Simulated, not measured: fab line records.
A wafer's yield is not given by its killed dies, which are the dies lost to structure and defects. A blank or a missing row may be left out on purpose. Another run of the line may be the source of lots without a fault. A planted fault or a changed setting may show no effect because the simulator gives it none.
Split-lot study	flow rit-cmos	23 wafers read from 5 lots, route of 202 steps

## SPLIT DETAILS
At RIT_PWELL_IMPLANT_08, the setting energy-kev was moved away from the recipe's 170 on 10 of the 23 wafers read, by -2.2% to +5.8%. The other wafers ran this setting at the recipe's value.

Reading taken at the split's own step.

## THE READING
In nm, at RIT_PWELL_IMPLANT_08: implant.drp-nm, which is the simulator's own figure and was read by no gauge. The file gives no usual value for it.

wafer	tool, chamber at the split	energy-kev as run	against the recipe	implant.drp-nm, nm	against lot-mates on the recipe
L075.1	implanter-04, 0	170	recipe	102.9	-
L075.4	implanter-04, 0	170	recipe	102.9	-
L075.6	implanter-04, 0	170	recipe	102.9	-
L075.2	implanter-04, 0	179.2	+5.4%	104.4	+1.5
L075.3	implanter-04, 0	179.2	+5.4%	104.4	+1.5
L076.1	implanter-04, 0	170	recipe	102.9	-
L076.6	implanter-04, 0	170	recipe	102.9	-
L076.2	implanter-04, 0	166.9	-1.8%	102.3	-0.6
L076.4	implanter-04, 0	166.9	-1.8%	102.3	-0.6
L076.5	implanter-04, 0	166.9	-1.8%	102.3	-0.6
L081.1	implanter-02, 0	170	recipe	102.9	-
L081.2	implanter-02, 0	170	recipe	102.9	-
L081.4	implanter-02, 0	170	recipe	102.9	-
L081.3	implanter-02, 0	179.8	+5.8%	104.5	+1.6
L081.6	implanter-02, 0	179.8	+5.8%	104.5	+1.6
L083.1	implanter-01, 0	166.3	-2.2%	102.1	-0.8
L083.3	implanter-01, 0	166.3	-2.2%	102.1	-0.8
L083.5	implanter-01, 0	166.3	-2.2%	102.1	-0.8
L083.4	implanter-01, 0	170	recipe	102.9	-
L083.6	implanter-01, 0	170	recipe	102.9	-
L085.1	implanter-02, 0	170	recipe	102.9	-
L085.2	implanter-02, 0	170	recipe	102.9	-
L085.5	implanter-02, 0	170	recipe	102.9	-

THE FIT
A straight line over all 23 wafers: implant.drp-nm changes by +0.293 nm for each +1% of energy-kev; r = +1.00; the points scatter about the line by 0.06 nm.
The same after taking each lot's own level away (the mean of its wafers on the recipe; 23 wafers): +0.293 nm for each +1%; r = +1.00; scatter 0.06 nm.
According to that fit, moving energy-kev by its largest amount changes the reading by 1.7 nm.
The lots' own levels span 102.90 to 102.90 nm.
Hence the lot-to-lot level has little effect on the slope; both slopes agree.
Check: +1.65 nm against its lot-mates is what the line predicts for one of the wafers moved furthest among these (+5.8%) when that wafer is left out of the fit. Against them it came out at +1.6 nm.

## OTHER SPLITS ON THESE WAFERS
These wafers also went through other splits before the reading. Each is held against what the fit with the lots' levels taken away leaves over:
other split on the same wafers	wafers away from the commonest value	r with implant.drp-nm (lot level and that fit taken away)
RIT_ACTIVE_OXIDATION_01 ox-time-s	15	+0.06
RIT_ACTIVE_EXPOSE_08 dose-mj	5	-0.20
RIT_ACTIVE_ETCH_13 rf-w	12	-0.29
RIT_NWELL_COAT_01 resist-thk-nm	8	+0.20
RIT_NWELL_IMPLANT_08 energy-kev	11	-0.29

## THE WHOLE CHAIN: every reading that the file lists as answering this split, in the file's order
step	what it does	reading	change (the file's fit)	r (the file's)
RIT_PWELL_IMPLANT_08		implant.rp-nm (the simulator's own value, which no gauge read)	+3.7 nm for each +1% of the setting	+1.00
RIT_PWELL_IMPLANT_08		implant.drp-nm (the simulator's own value, which no gauge read)	+0.28 nm for each +1% of the setting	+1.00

## THE FILE'S OWN FIT
implant.drp-nm changes by +0.28 nm for each +1% of energy-kev, r = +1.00.
